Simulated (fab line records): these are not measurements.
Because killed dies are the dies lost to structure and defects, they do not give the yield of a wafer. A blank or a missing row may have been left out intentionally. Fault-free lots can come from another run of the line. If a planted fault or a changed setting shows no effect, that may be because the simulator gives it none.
fab line records + flow ritCmos
[record]
- lots = 14
- wafers = 42
- lastDay = 7
route steps=202 shown GATE@84
lots that met no fault: from a run of the same line without faults
startH: the number of hours between the record's first day and the start of the first shown wafer of the lot + waitH: hours from the lot's prior step to this one + " the same as in the row above + L1.1+2: a row that stands for several wafers + - no value, or no start given + * or withheld: withheld + < > ~ a bound
route shown NAME@n: a module of which the file shows steps, and the number in the route of the first + usual: mean/standard deviation of fault-free wafers + same: alike in all rows + chamber/n: place in a boat + sites: the reading at each site + _std_site: standard deviation of those values + _edge_site: the outer-site mean with the inner-site mean subtracted + radiusMm: how far each site lies from the wafer's centre + mask NAME#n: copy n + behind: the tool/chamber that last shaped the wafer + hold: why the lot was held/for how many hours/how that ended + device: the transistor (n, p or np) that didn't switch + end of line: the route-end tests of the same wafers + for a step that has no rows: nothing shown but its recipe + killed: dies lost to structure and defects at the first sort, not the wafer's yield + map: per-die view of a wafer (x killed, . not killed, _ where there is no die)
set.NAME: the run value of the setting; set.NAME@STEP: its run value at that earlier step + model.NAME: the simulator's own value behind a step, which no gauge read
route steps across a sampled set of lots; one table per step, one row per wafer
services: from which hour (startH, from the record's first day; less than 0 if before it) a tool's chamber was out of use, for how many hours, and why
[[steps]]
[step RIT_GATE_CVD_08]
[recipe]
- material = poly-Si
- targetThkNm = 250
- tempC = 610
- precursor = SiH4
- timeS = 2220
- pressureMtorr = 300
- sih4FlowSccm = 100
[usual]
- pressureMtorr = 300.1/0.57
| lot.wafer | tool     | chamber | startH | waitH | pressureMtorr |
|-----------|----------|---------|--------|-------|---------------|
| L996.1    | lpcvd-01 | 1       | 34.36  | 0.6   | 300.6         |
| L996.2    | "        | 1       | "      | "     | 299.5         |
| L996.4    | "        | 1       | "      | "     | 300.9         |
| L998.3    | lpcvd-01 | 0       | 43.02  | 0.0   | 299.0         |
| L998.5    | "        | 0       | "      | "     | 300.0         |
| L998.6    | "        | 0       | "      | "     | 299.6         |
| L999.2    | lpcvd-01 | 0       | 49.38  | 0.0   | 300.3         |
| L999.4    | "        | 0       | "      | "     | 300.8         |
| L999.6    | "        | 0       | "      | "     | 299.6         |
| L100.1    | lpcvd-01 | 0       | 54.16  | 0.1   | 299.9         |
| L100.2    | "        | 0       | "      | "     | 300.2         |
| L100.4    | "        | 0       | "      | "     | 300.4         |
| L101.1    | lpcvd-01 | 0       | 63.53  | 1.2   | 300.2         |
| L101.2    | "        | 0       | "      | "     | 301.0         |
| L101.4    | "        | 0       | "      | "     | 300.8         |
| L102.2    | lpcvd-01 | 0       | 69.71  | 1.2   | 299.6         |
| L102.5    | "        | 0       | "      | "     | 299.8         |
| L102.6    | "        | 0       | "      | "     | 299.4         |
| L103.2    | lpcvd-01 | 1       | 71.32  | 1.5   | 299.5         |
| L103.3    | "        | 1       | "      | "     | 300.1         |
| L103.6    | "        | 1       | "      | "     | 300.4         |
| L104.4    | lpcvd-02 | 1       | 74.19  | 0.0   | 299.7         |
| L104.5    | "        | 1       | "      | "     | 299.0         |
| L104.6    | "        | 1       | "      | "     | 300.1         |
| L109.1    | lpcvd-02 | 0       | 104.30 | 1.3   | 300.4         |
| L109.3    | "        | 0       | "      | "     | 299.5         |
| L109.4    | "        | 0       | "      | "     | 300.0         |
| L113.3    | lpcvd-02 | 0       | 118.33 | 0.0   | 300.1         |
| L113.5    | "        | 0       | "      | "     | 299.3         |
| L113.6    | "        | 0       | "      | "     | 300.0         |
| L114.2    | lpcvd-02 | 1       | 125.03 | 0.3   | 300.6         |
| L114.4    | "        | 1       | "      | "     | 299.1         |
| L114.5    | "        | 1       | "      | "     | 299.4         |
| L117.2    | lpcvd-01 | 0       | 139.69 | 0.0   | 299.2         |
| L117.3    | "        | 0       | "      | "     | 299.5         |
| L117.5    | "        | 0       | "      | "     | 299.4         |
| L118.2    | lpcvd-01 | 1       | 144.20 | 0.0   | 300.2         |
| L118.4    | "        | 1       | "      | "     | 300.0         |
| L118.5    | "        | 1       | "      | "     | 299.8         |
| L119.1    | lpcvd-01 | 0       | 149.06 | 0.1   | 299.7         |
| L119.3    | "        | 0       | "      | "     | 301.3         |
| L119.5    | "        | 0       | "      | "     | 298.9         |
[step RIT_GATE_THK_MEAS_09]
[recipe]
- reads = poly-Si_of_GATE_CVD_08
[usual]
- GATE_POLY_THK = 247.9/2.1
| lot.wafer | tool         | chamber | startH | waitH | GATE_POLY_THK[nm] |
|-----------|--------------|---------|--------|-------|-------------------|
| L996.1    | filmMetro-01 | -       | 35.98  | 0.0   | 249.2             |
| L996.2    | "            | -       | "      | "     | 246.0             |
| L996.4    | "            | -       | "      | "     | 248.4             |
| L998.3    | filmMetro-01 | -       | 44.65  | 0.0   | 249.5             |
| L998.5    | "            | -       | "      | "     | 250.0             |
| L998.6    | "            | -       | "      | "     | 248.7             |
| L999.2    | filmMetro-04 | -       | 51.01  | 0.0   | 245.3             |
| L999.4    | "            | -       | "      | "     | 245.1             |
| L999.6    | "            | -       | "      | "     | 246.6             |
| L100.1    | filmMetro-01 | -       | 55.79  | 0.0   | 249.0             |
| L100.2    | "            | -       | "      | "     | 247.1             |
| L100.4    | "            | -       | "      | "     | 247.8             |
| L101.1    | filmMetro-03 | -       | 65.15  | 0.0   | 249.6             |
| L101.2    | "            | -       | "      | "     | 245.3             |
| L101.4    | "            | -       | "      | "     | 246.9             |
| L102.2    | filmMetro-04 | -       | 71.33  | 0.0   | 165.5             |
| L102.5    | "            | -       | "      | "     | 163.4             |
| L102.6    | "            | -       | "      | "     | 164.5             |
| L103.2    | filmMetro-04 | -       | 72.95  | 0.0   | 166.0             |
| L103.3    | "            | -       | "      | "     | 167.0             |
| L103.6    | "            | -       | "      | "     | 167.5             |
| L104.4    | filmMetro-03 | -       | 75.83  | 0.0   | 250.5             |
| L104.5    | "            | -       | "      | "     | 249.8             |
| L104.6    | "            | -       | "      | "     | 251.8             |
| L109.1    | filmMetro-04 | -       | 106.72 | 0.0   | 246.7             |
| L109.3    | "            | -       | "      | "     | 247.0             |
| L109.4    | "            | -       | "      | "     | 245.4             |
| L113.3    | filmMetro-01 | -       | 119.97 | 0.0   | 244.9             |
| L113.5    | "            | -       | "      | "     | 247.9             |
| L113.6    | "            | -       | "      | "     | 247.0             |
| L114.2    | filmMetro-04 | -       | 126.66 | 0.0   | 242.8             |
| L114.4    | "            | -       | "      | "     | 243.4             |
| L114.5    | "            | -       | "      | "     | 245.0             |
| L117.2    | filmMetro-01 | -       | 141.31 | 0.0   | 249.1             |
| L117.3    | "            | -       | "      | "     | 250.2             |
| L117.5    | "            | -       | "      | "     | 247.6             |
| L118.2    | filmMetro-01 | -       | 145.82 | 0.0   | 246.2             |
| L118.4    | "            | -       | "      | "     | 245.8             |
| L118.5    | "            | -       | "      | "     | 244.0             |
| L119.1    | filmMetro-04 | -       | 150.67 | 0.0   | 249.6             |
| L119.3    | "            | -       | "      | "     | 249.9             |
| L119.5    | "            | -       | "      | "     | 250.7             |
[step RIT_GATE_ETCH_19]
[recipe]
- chemistry = SF6/CHF3/O2
- timeS = 165
- SF6_flow_sccm = 30
- CHF3_flow_sccm = 30
- O2_flow_sccm = 5
- target = poly-Si
- pressureMtorr = 40
- rfW = 160
- targetDepthA = 3125
- overEtchFrac = 0.25
- stopOn = SiO2
[usual]
- drypumpMotorCurrentA = 5.4/0.39
- oesProductAu = 0.837/0.013
- throttleValvePct = 10.21/0.12
[same]
- timeS = 165
| lot.wafer | tool     | chamber | startH | waitH | drypumpMotorCurrentA | oesProductAu | rfHoursCounterH | throttleValvePct |
|-----------|----------|---------|--------|-------|----------------------|--------------|-----------------|------------------|
| L996.1    | rieSi-02 | 3       | 37.23  | 0.1   | 4.9                  | 0.832        | 11              | 10.41            |
| L996.2    | "        | 0       | "      | "     | 5.6                  | 0.833        | 58              | 10.04            |
| L996.4    | "        | 1       | "      | "     | 5.5                  | 0.826        | 65              | 10.10            |
| L998.3    | rieSi-02 | 2       | 45.85  | 0.1   | 6.1                  | 0.857        | 1               | 10.10            |
| L998.5    | "        | 0       | "      | "     | 5.6                  | 0.846        | -               | 10.04            |
| L998.6    | "        | 1       | "      | "     | 5.4                  | 0.837        | -               | 10.10            |
| L999.2    | rieSi-01 | 1       | 52.37  | 0.1   | 5.8                  | 0.834        | 6               | 10.27            |
| L999.4    | "        | 2       | "      | "     | 4.9                  | 0.820        | 43              | 10.30            |
| L999.6    | "        | 3       | "      | "     | 5.2                  | 0.840        | -               | 10.15            |
| L100.1    | rieSi-02 | 2       | 57.12  | 0.1   | 6.0                  | 0.850        | 1               | 10.08            |
| L100.2    | "        | 1       | "      | "     | 5.5                  | 0.830        | 66              | 10.10            |
| L100.4    | "        | 0       | "      | "     | 5.6                  | 0.842        | 59              | 10.06            |
| L101.1    | rieSi-01 | 0       | 66.49  | 0.1   | 5.1                  | 0.836        | 40              | 10.24            |
| L101.2    | "        | 1       | "      | "     | 5.8                  | 0.834        | 7               | 10.27            |
| L101.4    | "        | 2       | "      | "     | 4.9                  | 0.817        | 43              | 10.28            |
| L102.2    | rieSi-02 | 1       | 72.69  | 0.1   | 5.5                  | 0.632        | 66              | 10.10            |
| L102.5    | "        | 3       | "      | "     | 4.9                  | 0.632        | -               | 10.42            |
| L102.6    | "        | 2       | "      | "     | 6.0                  | 0.646        | -               | 10.10            |
| L103.2    | rieSi-01 | 0       | 74.16  | 0.1   | 5.1                  | 0.640        | 40              | 10.26            |
| L103.3    | "        | 3       | "      | "     | 5.2                  | 0.649        | 104             | 10.15            |
| L103.6    | "        | 3       | "      | "     | 5.2                  | 0.659        | -               | 10.17            |
| L104.4    | rieSi-02 | 1       | 77.14  | 0.1   | 5.5                  | 0.835        | 66              | 10.09            |
| L104.5    | "        | 1       | "      | "     | 5.5                  | 0.829        | -               | 10.09            |
| L104.6    | "        | 0       | "      | "     | 5.6                  | 0.860        | -               | 10.05            |
| L109.1    | rieSi-02 | 3       | 108.27 | 0.1   | 4.9                  | 0.836        | 11              | 10.43            |
| L109.3    | "        | 2       | "      | "     | 6.0                  | 0.852        | 2               | 10.10            |
| L109.4    | "        | 0       | "      | "     | 5.6                  | 0.845        | 59              | 10.05            |
| L113.3    | rieSi-01 | 2       | 121.32 | 0.1   | 4.9                  | 0.813        | 44              | 10.28            |
| L113.5    | "        | 0       | "      | "     | 5.1                  | 0.837        | -               | 10.26            |
| L113.6    | "        | 3       | "      | "     | 5.2                  | 0.848        | -               | 10.16            |
| L114.2    | rieSi-02 | 3       | 127.99 | 0.1   | 4.9                  | 0.816        | 12              | 10.42            |
| L114.4    | "        | 3       | "      | "     | 4.9                  | 0.823        | -               | 10.43            |
| L114.5    | "        | 1       | "      | "     | 5.4                  | 0.822        | -               | 10.11            |
| L117.2    | rieSi-01 | 3       | 142.69 | 0.1   | 5.2                  | 0.860        | 105             | 10.16            |
| L117.3    | "        | 0       | "      | "     | 5.1                  | 0.828        | 40              | 10.24            |
| L117.5    | "        | 0       | "      | "     | 5.1                  | 0.824        | -               | 10.25            |
| L118.2    | rieSi-02 | 2       | 147.16 | 0.1   | 6.1                  | 0.844        | 2               | 10.09            |
| L118.4    | "        | 3       | "      | "     | 4.9                  | 0.829        | -               | 10.42            |
| L118.5    | "        | 2       | "      | "     | 6.0                  | 0.844        | -               | 10.08            |
| L119.1    | rieSi-01 | 3       | 152.03 | 0.1   | 5.2                  | 0.856        | 105             | 10.16            |
| L119.3    | "        | 2       | "      | "     | 4.9                  | 0.827        | 44              | 10.30            |
| L119.5    | "        | 2       | "      | "     | 4.9                  | 0.828        | -               | 10.29            |
[[services]]
| tool     | chamber | startH | hours | kind   |
|----------|---------|--------|-------|--------|
| lpcvd-01 | -       | 27.07  | 1.3   | repair |
| lpcvd-01 | -       | 33.53  | 0.8   | pm     |
| lpcvd-02 | -       | 34.54  | 0.7   | repair |
| lpcvd-02 | -       | 58.56  | 14.6  | pm     |
| rieSi-01 | 2       | 89.48  | 2.6   | repair |
| rieSi-02 | 0       | 125.94 | 41.4  | repair |
| rieSi-02 | 2       | 144.82 | 1.8   | repair |
[[key]]
[firstSign]
- step = RIT_GATE_THK_MEAS_09
- reading = GATE_POLY_THK
- direction = down
- sigmas = 39
- usual = 247.9
- struck = 165.6
[effect]
- step = RIT_GATE_ETCH_19
- reading = oesProductAu
- direction = down
- sigmas = 15
- usual = 0.837
- struck = 0.643
metAt RIT_GATE_CVD_08
struckLots L102,L103
testerLeftOut L102,L103
[fault]
- kind = processParameterDrift
- tool = lpcvd-01
- chamber = -
- onsetH = 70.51
- steps = RIT_GATE_CVD_08
- channel = targetThkNm
- offset = -82.5
- shape = step
- endH = 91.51
- actsIn = theseRecipesOnly
- stated = 250
// testerLeftOut: of these lots the tester's yield and bins aren't shown, on N5 and GAA mostly nor the transistor test; their killed dies are dies lost to structure and defects alone, not to doping, threshold or leakage, so they don't give the yield
